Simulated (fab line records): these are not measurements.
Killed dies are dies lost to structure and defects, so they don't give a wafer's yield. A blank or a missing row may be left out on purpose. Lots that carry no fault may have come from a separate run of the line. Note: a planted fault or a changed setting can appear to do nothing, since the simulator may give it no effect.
Which tool was responsible? -- flow berkeley_cmos170 -- 14 lots with 42 wafers sampled at 5 steps, on a route of 331 steps

WHAT THE GAUGES SHOWED, per wafer
UCB170_M3_RS_MEAS_02: measurement is done with a four-point probe. Usual: M3_AL_RS 0.0323 ohm/sq, standard deviation 0.00035.
lot,measured,on,M3_AL_RS (ohm/sq),flag
L199,day 7 21:02,film_metro-01,0.0318 0.0321 0.0321,
L200,day 7 22:16,film_metro-02,0.0319 0.0323 0.0325,
L204,day 9 00:09,film_metro-02,0.0333 0.0328 0.0329,
L205,day 9 00:52,film_metro-01,0.0319 0.0322 0.0325,
L203,day 9 01:05,film_metro-01,0.0324 0.0326 0.0324,
L207,day 9 00:26,film_metro-04,0.0323 0.0324 0.0323,
L206,day 9 00:39,film_metro-02,0.0326 0.0324 0.0326,
L211,day 10 14:49,film_metro-01,0.0346 0.0335 0.0348,OFF
L214,day 11 01:28,film_metro-04,0.0326 0.0324 0.0326,
L216,day 11 06:19,film_metro-04,0.0320 0.0325 0.0323,
L215,day 11 05:59,film_metro-04,0.0338 0.0341 0.0343,OFF
L217,day 11 18:27,film_metro-02,0.0327 0.0323 0.0324,
L218,day 12 18:13,film_metro-04,0.0325 0.0327 0.0325,
L220,day 12 23:08,film_metro-04,0.0325 0.0325 0.0325,

UCB170_M3_THK_MEAS_03: measures by xrf. Usual: M3_AL_THK 890 nm, standard deviation 9.9.
lot,measured,on,M3_AL_THK (nm),flag
L199,day 7 21:09,film_metro-01,902 894 894,
L200,day 7 22:22,film_metro-02,909 892 886,
L204,day 9 00:16,film_metro-02,865 874 877,
L205,day 9 00:58,film_metro-01,900 890 882,
L203,day 9 01:11,film_metro-01,892 882 886,
L207,day 9 00:32,film_metro-04,892 900 893,
L206,day 9 00:46,film_metro-02,885 894 887,
L211,day 10 14:55,film_metro-01,833 860 830,OFF
L214,day 11 01:34,film_metro-04,884 891 881,
L216,day 11 06:25,film_metro-04,895 880 889,
L215,day 11 06:07,film_metro-04,849 846 838,OFF
L217,day 11 18:34,film_metro-02,873 886 885,
L218,day 12 18:19,film_metro-04,884 880 884,
L220,day 12 23:14,film_metro-04,888 883 878,

TOOL THAT RAN EACH LOT (tool first, then ch and the chambers of the sampled wafers, then the start)
lot,UCB170_NLDD_STRIP_10,UCB170_SDANNEAL_RTA_00,UCB170_M3_SPUTTER_01
L199,"plasma_asher-01 ch 0,1, day 6 12:29","rtp_anneal-02 ch 0, day 7 00:19","pvd_sputter-01, day 7 20:57"
L200,"plasma_asher-01 ch 0,1, day 6 13:01","rtp_anneal-01 ch 0, day 7 00:59","pvd_sputter-02, day 7 22:09"
L204,"plasma_asher-03 ch 0,1, day 7 11:56","rtp_anneal-02 ch 0, day 7 23:37","pvd_sputter-01, day 9 00:02"
L205,"plasma_asher-02 ch 0,1, day 7 12:06","rtp_anneal-01 ch 0, day 7 23:47","pvd_sputter-01, day 9 00:44"
L203,"plasma_asher-03 ch 0,1, day 7 12:14","rtp_anneal-02 ch 0, day 7 23:54","pvd_sputter-03, day 9 00:59"
L207,"plasma_asher-02 ch 0,1, day 7 15:41","rtp_anneal-01 ch 0, day 8 01:11","pvd_sputter-03, day 9 00:19"
L206,"plasma_asher-01 ch 0,1, day 7 15:51","rtp_anneal-02 ch 0, day 8 01:22","pvd_sputter-02, day 9 00:34"
L211,"plasma_asher-01 ch 0,1, day 8 22:08","rtp_anneal-02 ch 0, day 9 09:27","pvd_sputter-02, day 10 14:41"
L214,"plasma_asher-01 ch 0,1, day 9 17:15","rtp_anneal-02 ch 0, day 10 04:13","pvd_sputter-01, day 11 01:20"
L216,"plasma_asher-03 ch 0,1, day 9 17:26","rtp_anneal-01 ch 0, day 10 04:28","pvd_sputter-01, day 11 06:11"
L215,"plasma_asher-02 ch 0,1, day 9 17:29","rtp_anneal-02 ch 0, day 10 04:40","pvd_sputter-02, day 11 05:55"
L217,"plasma_asher-02 ch 0,1, day 10 03:53","rtp_anneal-01 ch 0, day 10 19:14","pvd_sputter-03, day 11 18:22"
L218,"plasma_asher-03 ch 0,1, day 11 05:30","rtp_anneal-01 ch 0, day 11 17:26","pvd_sputter-03, day 12 18:05"
L220,"plasma_asher-01 ch 0,1, day 11 10:11","rtp_anneal-02 ch 0, day 12 01:17","pvd_sputter-03, day 12 23:01"
- UCB170_NLDD_STRIP_10: strips in O2.
- UCB170_SDANNEAL_RTA_00: time 10 s.
- UCB170_M3_SPUTTER_01: material Al, target thk 900 nm, time 120 s.

WHAT THE TOOLS THEMSELVES READ (means of the sampled wafers that have a number; where no wafer has one, the mark that the record gives instead)
UCB170_NLDD_STRIP_10. Usual: drypump_motor_current_A 5.8 A, standard deviation 0.42; oes_product_au 0.735 a.u., standard deviation 0.0047; strip_time_to_endpoint_s 21.65 s, standard deviation 0.077.
lot,tool,drypump_motor_current_A (A),oes_product_au (a.u.),strip_time_to_endpoint_s (s),flag
L199,plasma_asher-01,5.8,0.730,21.65,
L200,plasma_asher-01,5.8,0.734,21.63,
L204,plasma_asher-03,5.4,0.732,21.66,
L205,plasma_asher-02,5.8,0.730,21.69,
L203,plasma_asher-03,5.4,0.737,21.71,
L207,plasma_asher-02,5.8,0.735,21.71,
L206,plasma_asher-01,5.8,0.733,21.62,
L211,plasma_asher-01,6.2,0.732,21.71,
L214,plasma_asher-01,6.2,0.739,21.55,
L216,plasma_asher-03,5.4,0.737,21.70,
L215,plasma_asher-02,5.8,0.731,21.59,
L217,plasma_asher-02,6.0,0.732,21.70,
L218,plasma_asher-03,5.4,0.731,21.70,
L220,plasma_asher-01,6.2,0.735,21.73,

UCB170_SDANNEAL_RTA_00. Usual: lamp_power_pct 24.94 %, standard deviation 0.2; wafer_temp_C_max 903.6, standard deviation 0.73.
lot,tool,lamp_power_pct (%),wafer_temp_C_max,flag
L199,rtp_anneal-02,24.74,903.2,
L200,rtp_anneal-01,25.13,903.9,
L204,rtp_anneal-02,24.75,904.1,
L205,rtp_anneal-01,25.15,903.7,
L203,rtp_anneal-02,24.76,904.0,
L207,rtp_anneal-01,25.15,902.8,
L206,rtp_anneal-02,24.75,903.4,
L211,rtp_anneal-02,24.76,904.0,
L214,rtp_anneal-02,24.73,903.6,
L216,rtp_anneal-01,25.15,903.1,
L215,rtp_anneal-02,24.74,903.9,
L217,rtp_anneal-01,25.13,903.7,
L218,rtp_anneal-01,25.12,903.0,
L220,rtp_anneal-02,24.75,904.2,

UCB170_M3_SPUTTER_01. Usual: cathode_dc_power_W 6000.0 W, standard deviation 1.1; throttle_valve_pct 30.3 %, standard deviation 0.77.
lot,tool,cathode_dc_power_W (W),throttle_valve_pct (%),flag
L199,pvd_sputter-01,6000.6,30.3,
L200,pvd_sputter-02,5999.7,30.8,
L204,pvd_sputter-01,5999.9,29.9,
L205,pvd_sputter-01,6001.3,30.3,
L203,pvd_sputter-03,5999.2,30.2,
L207,pvd_sputter-03,6000.7,29.7,
L206,pvd_sputter-02,6000.2,31.5,
L211,pvd_sputter-02,5704.9,30.8,OFF
L214,pvd_sputter-01,6000.5,29.8,
L216,pvd_sputter-01,5999.1,30.6,
L215,pvd_sputter-02,5704.5,31.2,OFF
L217,pvd_sputter-03,6000.4,29.9,
L218,pvd_sputter-03,6000.0,29.8,
L220,pvd_sputter-03,5999.4,30.0,

THE ANSWER, worked out from the rows above alone
Rule: lot off if the mean of its wafers having a number is beyond 3 standard deviations from the usual mean. A lot without any number at a reading at which 4 lots or more have one is off too. The other lots that the step has rows for count as sound. The gauges are gone through in route order, then the tools' own readings, and for those a lot's mean is taken as printed above. At the first step where some lot is off, the reading lying furthest off is the one used; lots without a number count as furthest.
Off: L211, L215, at UCB170_M3_RS_MEAS_02 (M3_AL_RS).
If a tool, at a process step before that reading, ran all the lots that are off and no sound lot after the first of them, it fits. Not tried: the gauges at UCB170_M3_RS_MEAS_02; whatever is off there is also off at UCB170_M3_SPUTTER_01, on other tools, and gauge error can't account for it. One fits: pvd_sputter-02 at UCB170_M3_SPUTTER_01. Its last sound lot is L206 (day 9 00:34), its first lot that is off L211 (day 10 14:41): a fault that began between those two fits.
The tool's own readings at UCB170_M3_SPUTTER_01 bear it out: on the lots that are off they differ by more than 5 times the standard deviation of the sound lots' means. cathode_dc_power_W reads 5704.7 W there against 6000.1 W on the sound lots.

WHAT THE SIMULATOR PUT IN
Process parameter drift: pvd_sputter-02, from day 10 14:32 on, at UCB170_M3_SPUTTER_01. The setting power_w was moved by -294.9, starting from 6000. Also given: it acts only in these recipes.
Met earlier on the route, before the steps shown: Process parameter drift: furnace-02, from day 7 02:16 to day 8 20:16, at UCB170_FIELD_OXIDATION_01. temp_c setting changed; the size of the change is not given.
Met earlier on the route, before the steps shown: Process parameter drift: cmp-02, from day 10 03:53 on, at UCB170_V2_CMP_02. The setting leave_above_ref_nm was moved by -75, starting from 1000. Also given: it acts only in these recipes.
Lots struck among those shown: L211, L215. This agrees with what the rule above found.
